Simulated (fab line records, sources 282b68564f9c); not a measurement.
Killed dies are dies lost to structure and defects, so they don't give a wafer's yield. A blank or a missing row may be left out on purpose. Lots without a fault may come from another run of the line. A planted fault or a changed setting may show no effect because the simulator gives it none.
Tool commonality check | flow rit_cmos | 13 lots, 38 wafers sampled

WHY IT WAS OPENED
At RIT_CONTACT_CD_MEAS_08 the reading cd_nm is flagged on 1 of 13 lots. Wafers without a fault read 1000.4 nm, standard deviation 2.
Rule: a lot is flagged when every wafer of it that has a number lies more than 4 standard deviations from that mean, or none has a number. The other lots count as sound.

lot  | measured    | on        | cd_nm (nm), wafer by wafer | flag
L735 | day 3 08:26 | cd_sem-01 | 1002.1 998.8 999.1         |
L737 | day 3 22:37 | cd_sem-01 | 1002.4 1004.1 1003.1       |
L740 | day 4 11:22 | cd_sem-02 | 999.0 996.3 995.6          |
L741 | day 4 17:13 | cd_sem-01 | 1002.5 999.5 998.6         |
L742 | day 4 23:23 | cd_sem-01 | 1001.0 998.9 998.6         |
L744 | day 5 05:02 | cd_sem-01 | 997.5 998.3 999.8          |
L743 | day 5 05:59 | cd_sem-02 | 1003.2 1002.6 1003.4       |
L746 | day 5 18:05 | cd_sem-02 | 999.7 1001.1 999.1         |
L747 | day 5 22:35 | cd_sem-02 | 1003.2 1003.0 1002.1       |
L748 | day 6 01:47 | cd_sem-01 | 999.0 1000.3 1001.7        |
L749 | day 6 08:10 | cd_sem-02 | 996.8 999.0 999.1          |
L754 | day 7 08:16 | cd_sem-02 | 999.0 996.8 1001.1         |
L757 | day 7 23:26 | cd_sem-02 | 1011.2 1010.9              | FLAGGED
The numbers of the flagged lots are 1011.0 nm on average: +10.6 nm against the usual, or +5 standard deviations.

WHICH TOOL RAN EACH LOT
The record holds 1 process step before the reading, out of a route of 202 steps. In each cell: the tool, then ch and the chambers that the sampled wafers went through, then the start.
lot  | flag    | RIT_CONTACT_EXPOSE_05
L735 |         | iline_stepper-02 ch 0, day 3 07:55
L737 |         | iline_stepper-01 ch 0, day 3 22:06
L740 |         | iline_stepper-01 ch 0, day 4 10:51
L741 |         | iline_stepper-01 ch 0, day 4 16:41
L742 |         | iline_stepper-02 ch 0, day 4 22:52
L744 |         | iline_stepper-01 ch 0, day 5 04:31
L743 |         | iline_stepper-01 ch 0, day 5 05:28
L746 |         | iline_stepper-02 ch 0, day 5 17:34
L747 |         | iline_stepper-02 ch 0, day 5 22:04
L748 |         | iline_stepper-01 ch 0, day 6 01:17
L749 |         | iline_stepper-02 ch 0, day 6 07:39
L754 |         | iline_stepper-02 ch 0, day 7 07:46
L757 | FLAGGED | iline_stepper-01 ch 0, day 7 22:55
What these steps do:
- RIT_CONTACT_EXPOSE_05: exposes mask M11, target cd 1000 nm.
- RIT_CONTACT_CD_MEAS_08: target cd 1000 nm.

FLAGGED OVER TOTAL, TOOL BY TOOL (the gauges that took the reading come last)
step                   | tool             | lots run | flagged | share of the flagged lots | sound lots run after its first flagged lot
RIT_CONTACT_EXPOSE_05  | iline_stepper-01 | 7        | 1       | all                       | 0
RIT_CONTACT_EXPOSE_05  | iline_stepper-02 | 6        | 0       | none                      | -
RIT_CONTACT_CD_MEAS_08 | cd_sem-01        | 6        | 0       | none                      | -
RIT_CONTACT_CD_MEAS_08 | cd_sem-02        | 7        | 1       | all                       | 0

WHAT THE TABLE ALLOWS
2 rows of the table ran every flagged lot: iline_stepper-01 at RIT_CONTACT_EXPOSE_05, cd_sem-02 at RIT_CONTACT_CD_MEAS_08.
- iline_stepper-01 at RIT_CONTACT_EXPOSE_05: 1 of its 7 lots flagged. Its last sound lot is L748 (day 6 01:17), its first flagged lot L757 (day 7 22:55): a fault that began between those two fits. Its own readings lie more than 4 standard deviations out on every wafer of the flagged lots: exposure_dose_mJ_cm2.
- cd_sem-02 at RIT_CONTACT_CD_MEAS_08: 1 of its 7 lots flagged. Its last sound lot is L754 (day 7 08:16), its first flagged lot L757 (day 7 23:26): a fault that began between those two fits.
Counting lots can't tell these 2 tools apart, because each fits a fault that began at some hour. More lots, or a look at what each step does to the wafer, might.

WHAT THE SIMULATOR HAD PUT IN
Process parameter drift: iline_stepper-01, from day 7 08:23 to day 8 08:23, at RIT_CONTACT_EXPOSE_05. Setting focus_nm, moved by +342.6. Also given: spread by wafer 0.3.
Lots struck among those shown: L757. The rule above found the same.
